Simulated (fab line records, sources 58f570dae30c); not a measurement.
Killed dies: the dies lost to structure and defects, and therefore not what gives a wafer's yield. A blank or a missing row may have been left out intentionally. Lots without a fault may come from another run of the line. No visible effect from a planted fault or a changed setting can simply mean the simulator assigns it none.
The tool behind it: which one? | flow berkeley cmos170 | Sampling: 13 lots, 39 wafers, 3 of 331 route steps

== WHAT THE GAUGES READ, wafer by wafer ==
UCB170_NWELL_TW_MEAS_16. Usual: NWELL_TW typically reads 1243, with standard deviation 12.
lot  | measured    | on            | NWELL_TW       | flag
L961 | day 2 00:44 | film metro-02 | 1255 1257 1262 |
L962 | day 2 07:33 | film metro-01 | 1224 1232 1226 |
L964 | day 2 16:57 | film metro-01 | 1232 1233 1233 |
L965 | day 2 23:58 | film metro-02 | 1260 1253 1255 |
L968 | day 3 21:37 | film metro-04 | 1244 1248 1247 |
L969 | day 4 01:45 | film metro-04 | 1238 1240 1244 |
L971 | day 4 05:51 | film metro-02 | 1265 1260 1256 |
L970 | day 4 06:13 | film metro-04 | 1242 1244 1247 |
L972 | day 4 11:10 | film metro-01 | 1233 1237 1236 |
L975 | day 5 05:07 | film metro-04 | 1248 1253 1247 |
L976 | day 5 07:32 | film metro-04 | 1261 1255 1253 |
L982 | day 6 11:56 | film metro-01 | 1230 1234 1236 |
L983 | day 6 15:52 | film metro-01 | 1230 1232 1234 |

== EACH LOT AND THE TOOL THAT RAN IT (in order: tool; ch and the chambers of the sampled wafers; start) ==
lot  | UCB170_ZERO_STRIP_07                | UCB170_NWELL_ETCH_13
L961 | plasma asher-02 ch 0,1, day 1 17:01 | rie diel-03 ch 1,2,3, day 2 00:23
L962 | plasma asher-01 ch 0,1, day 1 22:20 | rie diel-02 ch 0,2,3, day 2 07:11
L964 | plasma asher-02 ch 0,1, day 2 06:47 | rie diel-01 ch 1,2, day 2 16:34
L965 | plasma asher-04 ch 0,1, day 2 13:56 | rie diel-01 ch 1,2,3, day 2 23:37
L968 | plasma asher-04 ch 0,1, day 3 05:19 | rie diel-01 ch 0,3, day 3 21:15
L969 | plasma asher-04 ch 0,1, day 3 11:02 | rie diel-02 ch 0,1,3, day 4 01:23
L971 | plasma asher-01 ch 0,1, day 3 18:35 | rie diel-03 ch 0,2,3, day 4 05:30
L970 | plasma asher-04 ch 0,1, day 3 19:07 | rie diel-01 ch 0,3, day 4 05:51
L972 | plasma asher-01 ch 1, day 4 01:20   | rie diel-03 ch 0,3, day 4 10:48
L975 | plasma asher-02 ch 0,1, day 4 18:51 | rie diel-03 ch 1,2,3, day 5 04:46
L976 | plasma asher-01 ch 0,1, day 4 22:07 | rie diel-02 ch 0,1,3, day 5 07:10
L982 | plasma asher-04 ch 0,1, day 6 01:08 | rie diel-01 ch 0,1,2, day 6 11:25
L983 | plasma asher-01 ch 0,1, day 6 07:34 | rie diel-02 ch 0,1,3, day 6 15:30
- UCB170_ZERO_STRIP_07: strips in O2.
- UCB170_NWELL_ETCH_13: etches Si3N4 in CH3F/Ar/O2, stops on SiO2, target depth 246.4 nm, time 154 s.

== WHAT THE TOOLS THEMSELVES READ (means of the sampled wafers that have a number; where no wafer has one, the mark that the record gives instead) ==
UCB170_ZERO_STRIP_07. Usual: drypump motor current A 5.52 A, standard deviation 0.26; oes product au 0.728 a.u., standard deviation 0.005; strip time to endpoint s 21.47 s, standard deviation 0.063.
lot  | tool            | drypump motor current A (A) | oes product au (a.u.) | strip time to endpoint s (s) | flag
L961 | plasma asher-02 | 5.55                        | 0.726                 | 21.49                        |
L962 | plasma asher-01 | 5.42                        | 0.723                 | 21.41                        |
L964 | plasma asher-02 | 5.56                        | 0.730                 | 21.48                        |
L965 | plasma asher-04 | 5.74                        | 0.724                 | 21.50                        |
L968 | plasma asher-04 | 5.50                        | 0.730                 | 21.41                        |
L969 | plasma asher-04 | 5.77                        | 0.726                 | 21.45                        |
L971 | plasma asher-01 | 5.39                        | 0.726                 | 21.45                        |
L970 | plasma asher-04 | 5.50                        | 0.728                 | 21.44                        |
L972 | plasma asher-01 | 5.37                        | 0.726                 | 21.40                        |
L975 | plasma asher-02 | 5.54                        | 0.730                 | 21.42                        |
L976 | plasma asher-01 | 5.41                        | 0.727                 | 21.58                        |
L982 | plasma asher-04 | 5.51                        | 0.732                 | 21.50                        |
L983 | plasma asher-01 | 5.45                        | 0.728                 | 21.41                        |

UCB170_NWELL_ETCH_13. Usual: CH3F_flow_sccm 20.00 sccm, standard deviation 0.059; drypump motor current A 5.8 A, standard deviation 0.48; mfc ar sccm 50.00 sccm, standard deviation 0.14; oes product au 0.937 a.u., standard deviation 0.018; throttle valve pct 8.09 %, standard deviation 0.15.
lot  | tool        | CH3F_flow_sccm (sccm) | drypump motor current A (A) | mfc ar sccm (sccm) | oes product au (a.u.) | throttle valve pct (%) | flag
L961 | rie diel-03 | 19.99                 | 6.0                         | 49.89              | 0.922                 | 8.08                   |
L962 | rie diel-02 | 20.03                 | 5.6                         | 49.97              | 0.948                 | 8.13                   |
L964 | rie diel-01 | 19.95                 | 5.7                         | 50.07              | 0.947                 | 8.05                   |
L965 | rie diel-01 | 19.96                 | 5.9                         | 49.97              | 0.945                 | 8.03                   |
L968 | rie diel-01 | 20.03                 | 6.2                         | 49.97              | 0.937                 | 8.15                   |
L969 | rie diel-02 | 20.00                 | 5.6                         | 50.02              | 0.935                 | 8.19                   |
L971 | rie diel-03 | 20.05                 | 6.3                         | 49.88              | 0.934                 | 8.09                   |
L970 | rie diel-01 | 20.02                 | 6.0                         | 50.03              | 0.930                 | 8.19                   |
L972 | rie diel-03 | 20.00                 | 6.0                         | 50.07              | 0.931                 | 8.01                   |
L975 | rie diel-03 | 19.99                 | 6.0                         | 50.09              | 0.925                 | 8.09                   |
L976 | rie diel-02 | 20.02                 | 5.6                         | 50.00              | 0.933                 | 8.21                   |
L982 | rie diel-01 | 20.03                 | 5.6                         | 50.04              | 0.946                 | 8.08                   |
L983 | rie diel-02 | 19.94                 | 5.6                         | 50.16              | 0.926                 | 8.20                   |

== THE ANSWER, worked out from the rows above alone ==
Rule: take the mean of a lot's wafers that have a number; if it is more than 3 standard deviations from the usual mean, the lot is off. A lot without any number at a reading at which 4 lots or more have one is off too. All remaining lots with rows at the step are treated as sound. First the gauges in route order, then the tools' own readings, where a lot's mean is used as printed above. The first step at which some lot is off is used, and at that step the reading that is off furthest; a lot without a number counts as furthest.
No lot is off at any reading shown: from this, nothing can be told.

== WHAT THE SIMULATOR HAD PUT IN ==
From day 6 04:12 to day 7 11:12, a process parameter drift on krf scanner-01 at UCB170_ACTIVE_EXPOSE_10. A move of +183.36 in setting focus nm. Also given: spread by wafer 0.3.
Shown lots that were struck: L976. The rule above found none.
